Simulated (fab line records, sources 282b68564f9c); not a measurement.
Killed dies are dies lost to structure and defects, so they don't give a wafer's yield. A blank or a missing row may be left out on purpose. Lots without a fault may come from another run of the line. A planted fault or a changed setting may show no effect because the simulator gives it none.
fab line records | flow rit_cmos | part 2 of 2: steps 26 to 36 of 36
record lots=5 wafers=15 last_day=7
route steps=202 shown PWELL@45 WELLDRIVE@50 NWELL@51 NRETRO@53 PRETRO@64 GATE@75 FOX2@80
lots that met no fault: from a run of the same line without faults
start_h: hours from the record's first day to the start of the lot's first wafer shown | wait_h: hours since the lot's step before | " the same as in the row above | L1.1+2: a row that stands for several wafers | - no value, or no start given | * or withheld: withheld | < > ~ a bound
route shown NAME@n: a module of which the file shows steps, and the number in the route of the first | usual: mean/standard deviation of fault-free wafers | same: alike in all rows | chamber/n: place in a boat | sites: the reading at each site | _std_site: their standard deviation | _edge_site: outer sites' mean less inner sites' | radius_mm: how far each site lies from the wafer's centre | mask NAME#n: copy n | behind: the tool/chamber that last shaped the wafer | hold: why the lot was held/for how many hours/how that ended | device: the transistor (n, p or np) that didn't switch | end of line: the same wafers' tests at the end of the route | a step without rows: its recipe alone | killed: dies lost to structure and defects at the first sort, not the wafer's yield | map: a wafer's dies, x killed, . not, _ none there
set.NAME: the setting as run; set.NAME@STEP: as run at that earlier step | model.NAME: the simulator's own value behind a step, which no gauge read
lots at some steps of the route; a table a step, a row a wafer
services: from which hour (start_h, from the record's first day; less than 0 if before it) a tool's chamber was out of use, for how many hours, and why
## steps
# step RIT_PRETRO_OVL_MEAS_06
# usual PRETRO_OVL=1.0/1.6
# columns lot.wafer tool chamber start_h wait_h PRETRO_OVL[nm]
L074.1 overlay-01 - 36.54 - 1.7
L074.2 " - " " 1.0
L074.4 " - " " 1.5
L075.3 overlay-01 - 42.03 - -0.8
L075.5 " - " " -1.6
L075.6 " - " " 0.1
L079.1 overlay-01 - 59.86 - 1.4
L079.2 " - " " 2.6
L079.6 " - " " 1.0
L084.1 overlay-01 - 85.00 - 0.6
L084.2 " - " " -0.3
L084.4 " - " " -1.9
L094.2 overlay-01 - 133.83 - 2.2
L094.3 " - " " 4.3
L094.4 " - " " 4.4
# step RIT_PRETRO_HARDBAKE_07
# recipe resist=NOVOLAK temp_c=140 time_s=120
# usual exhaust_pa=44.9/0.8 plate_temp_C=139.98/0.13 resist_line_temp_C=22.99/0.11
# columns lot.wafer tool chamber start_h wait_h exhaust_pa plate_temp_C resist_line_temp_C
L074.1 litho_track-04 0 36.58 0.0 43.9 140.15 23.10
L074.2 " 0 " " 45.0 139.89 22.86
L074.4 " 0 " " 44.7 139.83 22.98
L075.3 litho_track-04 0 42.14 0.1 44.6 139.81 22.92
L075.5 " 0 " " 45.5 140.07 22.96
L075.6 " 0 " " 46.1 139.96 22.97
L079.1 litho_track-02 0 60.01 0.1 44.1 139.87 22.82
L079.2 " 0 " " 45.5 139.91 22.73
L079.6 " 0 " " 43.6 140.05 22.88
L084.1 litho_track-02 0 85.04 0.0 45.9 140.11 22.96
L084.2 " 0 " " 45.3 140.13 22.87
L084.4 " 0 " " 44.7 140.26 22.96
L094.2 litho_track-04 0 133.90 0.1 44.8 139.82 23.08
L094.3 " 0 " " 45.1 140.15 23.03
L094.4 " 0 " " 45.1 140.15 23.03
# step RIT_PRETRO_IMPLANT_08
# recipe species=B energy_kev=45 dose_cm2=1.176e+13 tilt_deg=7
# usual beam_energy_keV=45.003/0.014
# columns lot.wafer tool chamber start_h wait_h beam_energy_keV
L074.1 implanter-04 0 36.83 0.2 45.004
L074.2 " 0 " " 45.002
L074.4 " 0 " " 45.023
L075.3 implanter-02 0 42.36 0.2 44.973
L075.5 " 0 " " 44.969
L075.6 " 0 " " 44.989
L079.1 implanter-04 0 60.26 0.2 45.019
L079.2 " 0 " " 45.012
L079.6 " 0 " " 45.022
L084.1 implanter-02 0 85.29 0.2 44.994
L084.2 " 0 " " 45.007
L084.4 " 0 " " 44.987
L094.2 implanter-03 0 134.14 0.2 45.033
L094.3 " 0 " " 45.022
L094.4 " 0 " " 45.010
# step RIT_PRETRO_STRIP_09
# recipe chemistry=O2 time_s=180 resist=NOVOLAK platen_temp_c=withheld power_w=500 pressure_mtorr=4000 o2_flow_sccm=4000
# usual drypump_motor_current_A=5.9/0.3
# columns lot.wafer tool chamber start_h wait_h drypump_motor_current_A rf_hours_counter_h
L074.1 plasma_asher-03 1 36.98 0.1 6.1 37
L074.2 " 0 " " 5.9 37
L074.4 " 0 " " 5.9 -
L075.3 plasma_asher-01 0 42.52 0.1 5.7 -
L075.5 " 1 " " 6.3 -
L075.6 " 0 " " 5.7 -
L079.1 plasma_asher-01 1 60.41 0.1 6.4 41
L079.2 " 0 " " 5.7 41
L079.6 " 1 " " 6.3 -
L084.1 plasma_asher-04 0 85.44 0.1 5.8 30
L084.2 " 1 " " 5.4 30
L084.4 " 1 " " 5.4 -
L094.2 plasma_asher-01 0 134.26 0.1 5.6 49
L094.3 " 0 " " 5.7 -
L094.4 " 1 " " 6.4 -
# step RIT_PRETRO_TW_MEAS_10
# usual PRETRO_TW=475/3.6
# columns lot.wafer tool chamber start_h wait_h PRETRO_TW
L074.1 film_metro-02 - 37.15 0.1 479
L074.2 " - " " 480
L074.4 " - " " 478
L075.3 film_metro-01 - 42.65 0.1 472
L075.5 " - " " 471
L075.6 " - " " 470
L079.1 film_metro-02 - 60.59 0.1 479
L079.2 " - " " 479
L079.6 " - " " 481
L084.1 film_metro-02 - 85.61 0.1 476
L084.2 " - " " 476
L084.4 " - " " 474
L094.2 film_metro-02 - 134.45 0.1 475
L094.3 " - " " 474
L094.4 " - " " 475
# step RIT_GATE_WET_ETCH_00
# recipe chemistry=BOE target=SiO2 target_depth_nm=56 time_s=60 dry=n2_spin dilution=10:1 temp_c=21.5
# usual temp_c=21.53/0.1
# columns lot.wafer tool chamber start_h wait_h temp_c
L074.1 wet_bench-02 2 37.21 0.1 21.58
L074.2 " 2 " " 21.62
L074.4 " 2 " " 21.42
L075.3 wet_bench-04 0 42.69 0.0 21.36
L075.5 " 0 " " 21.52
L075.6 " 0 " " 21.35
L079.1 wet_bench-02 2 60.65 0.1 21.38
L079.2 " 2 " " 21.50
L079.6 " 2 " " 21.40
L084.1 wet_bench-04 0 85.67 0.1 21.52
L084.2 " 0 " " 21.52
L084.4 " 0 " " 21.51
L094.2 wet_bench-02 2 134.50 0.0 21.66
L094.3 " 2 " " 21.61
L094.4 " 2 " " 21.44
# step RIT_GATE_CLEAN_01
# recipe chemistry=SC1 mix=3:3:50 time_s=600 temp_c=75
# usual temp_c=75.01/0.14
# columns lot.wafer tool chamber start_h wait_h temp_c
L074.1 wet_bench-04 1 37.24 0.0 75.27
L074.2 " 1 " " 75.25
L074.4 " 1 " " 75.26
L075.3 wet_bench-04 3 42.72 0.0 74.92
L075.5 " 3 " " 74.88
L075.6 " 3 " " 74.99
L079.1 wet_bench-02 3 60.68 0.0 75.01
L079.2 " 3 " " 74.92
L079.6 " 3 " " 75.01
L084.1 wet_bench-04 3 85.70 0.0 75.24
L084.2 " 3 " " 75.07
L084.4 " 3 " " 75.04
L094.2 wet_bench-01 1 134.52 0.0 74.94
L094.3 " 1 " " 74.99
L094.4 " 1 " " 74.92
# step RIT_GATE_CLEAN_02
# recipe chemistry=dHF dilution=50:1 time_s=30
# columns lot.wafer tool chamber start_h wait_h
L074.1+2+4 wet_bench-02 1 37.43 0.0
L075.3+5+6 wet_bench-04 2 42.91 0.0
L079.1+2+6 wet_bench-02 3 60.89 0.0
L084.1+2+4 wet_bench-04 0 85.87 0.0
L094.2+3+4 wet_bench-04 0 134.73 0.0
# step RIT_GATE_CLEAN_03
# recipe chemistry=SC2 mix=3:3:50 time_s=600 temp_c=75 dry=n2_spin
# usual temp_c=74.99/0.12
# columns lot.wafer tool chamber start_h wait_h temp_c
L074.1 wet_bench-04 0 37.45 0.0 74.97
L074.2 " 0 " " 74.90
L074.4 " 0 " " 74.86
L075.3 wet_bench-04 2 42.93 0.0 74.90
L075.5 " 2 " " 74.84
L075.6 " 2 " " 74.99
L079.1 wet_bench-02 0 60.91 0.0 74.96
L079.2 " 0 " " 75.16
L079.6 " 0 " " 75.23
L084.1 wet_bench-04 3 85.89 0.0 75.10
L084.2 " 3 " " 74.99
L084.4 " 3 " " 75.13
L094.2 wet_bench-02 2 134.75 0.0 75.15
L094.3 " 2 " " 74.95
L094.4 " 2 " " 74.96
# step RIT_GATE_CLEAN_04
# recipe chemistry=dHF dilution=50:1 time_s=60 dry=n2_spin
# columns lot.wafer tool chamber start_h wait_h
L074.1+2+4 wet_bench-02 1 37.64 0.0
L075.3+5+6 wet_bench-04 3 43.12 0.0
L079.1+2+6 wet_bench-02 2 61.12 0.0
L084.1+2+4 wet_bench-04 2 86.06 0.0
L094.2+3+4 wet_bench-01 3 134.94 0.0
# step RIT_FOX2_THK_MEAS_91
# recipe reads=SiO2_of_FOX2_OXIDATION_00
# usual FIELD_OXIDE_LEFT_2_THK=249/6.8
# columns lot.wafer tool chamber start_h wait_h FIELD_OXIDE_LEFT_2_THK[nm]
L074.1 film_metro-02 - 37.67 0.0 237
L074.2 " - " " 237
L074.4 " - " " 233
L075.3 film_metro-03 - 43.17 0.0 249
L075.5 " - " " 250
L075.6 " - " " 247
L079.1 film_metro-04 - 61.15 0.0 248
L079.2 " - " " 252
L079.6 " - " " 241
L084.1 film_metro-02 - 86.09 0.0 249
L084.2 " - " " 251
L084.4 " - " " 253
L094.2 film_metro-02 - 134.98 0.0 251
L094.3 " - " " 248
L094.4 " - " " 251
## services
# columns tool chamber start_h hours kind
implanter-03 - 4.50 1.8 repair
wet_bench-01 - 6.20 88.1 pm
implanter-03 - 11.52 6.2 pm
furnace-03 - 19.44 3.4 pm
iline_stepper-01 - 23.22 1.2 repair
implanter-01 - 24.77 3.8 repair
plasma_asher-01 - 37.51 3.4 repair
implanter-03 - 41.81 1.9 repair
iline_stepper-02 - 43.42 1.7 pm
implanter-04 - 44.14 15.7 pm
implanter-03 - 48.56 4.6 repair
plasma_asher-01 - 48.61 8.9 repair
furnace-01 - 65.98 2.4 pm
plasma_asher-01 - 74.01 19.3 repair
implanter-02 - 77.75 1.7 repair
implanter-04 - 100.37 19.7 pm
plasma_asher-02 - 108.75 9.0 pm
plasma_asher-02 0 108.75 9.0 vent_cycle
plasma_asher-02 1 108.75 9.0 vent_cycle
plasma_asher-02 0 117.75 - clean
plasma_asher-02 1 117.75 - clean
implanter-01 - 118.44 0.8 repair
plasma_asher-03 - 128.34 14.6 pm
